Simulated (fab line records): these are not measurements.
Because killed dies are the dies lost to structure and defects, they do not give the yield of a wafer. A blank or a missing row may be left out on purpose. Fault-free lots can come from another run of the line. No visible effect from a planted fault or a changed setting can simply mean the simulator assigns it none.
A single fault, viewed from 2 desks | flow berkeley_cmos170 | every desk sees just its own numbers, and what lay behind them comes last

FROM THE METROLOGY DESK
What the gauges read for every lot (on any tool): the sampled wafers with a number, averaged. Marked OUT: a lot whose mean sits more than 4 standard deviations from the usual mean, which makes it out of limits; the brackets give that distance.
Columns: A = FIELD_OXIDE_LEFT_1_THK at UCB170_FIELD_THK_MEAS_90, usual 443 nm; B = SACOX_OXIDE_THK at UCB170_SACOX_THK_MEAS_02, usual 14.41 nm; C = PVT_TW at UCB170_PVT_TW_MEAS_09, usual 513
lot  | first seen here | A   | B     | C
L372 | day 4 10:09     | 458 | 14.52 | 510
L374 | day 5 11:43     | 416 | 14.65 | 518
L375 | day 5 11:43     | 420 | 14.27 | 518
L376 | day 5 11:43     | 443 | 14.25 | 518
L377 | day 5 20:26     | 448 | 14.54 | 517
L380 | day 6 03:29     | 426 | 14.85 | 513
L382 | day 6 17:04     | 447 | 14.58 | 512
L383 | day 6 17:04     | 447 | 14.33 | 516
L381 | day 6 17:04     | 453 | 14.75 | 516
L388 | day 8 04:30     | 433 | 14.38 | 513
L389 | day 8 04:30     | 438 | 14.23 | 506
L390 | day 8 14:23     | 440 | 14.45 | 479 (-8.5) OUT
L391 | day 8 14:25     | 441 | 14.72 | 507
L394 | day 9 09:11     | 451 | 13.68 | 473 (-10) OUT
This desk's result: L390, L394 out of limits, first on L390 (PVT_TW at UCB170_PVT_TW_MEAS_09), day 9 10:44. In limits: L372, L374, L375, L376, L377, L380, L382, L383, L381, L388, L389, L391.

THE TOOL OWNER'S DESK: implanter-03
The tool's own readings at UCB170_PVT_IMPLANT_07, given as means over the sampled wafers that have a number, one for each lot that went through this tool. Marked OUT: a lot whose mean sits more than 4 standard deviations from the usual mean, which makes it out of limits; the brackets give that distance.
Columns: A = beam_energy_keV at UCB170_PVT_IMPLANT_07, usual 30.000; B = end_station_pressure_torr at UCB170_PVT_IMPLANT_07, usual 5.01e-06 Torr
lot  | first seen here | A                        | B
L375 | day 6 03:47     | 29.998                   | 5.20e-06
L380 | day 6 15:29     | 29.990                   | 5.02e-06
L381 | day 7 10:47     | 30.000                   | 5.15e-06
L390 | day 9 10:29     | 23.132 (-99 or more) OUT | 5.18e-06
L394 | day 10 06:35    | 23.137 (-99 or more) OUT | 5.05e-06
Finding of this desk: L390, L394 out of limits; the first was L390 at day 9 10:29, on beam_energy_keV at UCB170_PVT_IMPLANT_07. In limits: L375, L380, L381.

ALL TOGETHER
At day 9 10:29, on L390, L394, the tool owner's desk was in a position to raise an alarm.
Metrology desk: alarm possible at day 9 10:44 on L390, L394.
Every lot named ran UCB170_PVT_IMPLANT_07 on implanter-03.

WHAT THE SIMULATOR HAD PUT IN
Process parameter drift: implanter-03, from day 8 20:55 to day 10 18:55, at UCB170_PVT_IMPLANT_07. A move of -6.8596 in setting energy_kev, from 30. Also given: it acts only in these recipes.
Lots struck among those shown: L390, L394.
Fault start to first reading out of limits, in hours, per desk: tool owner, 14; metrology, 14.
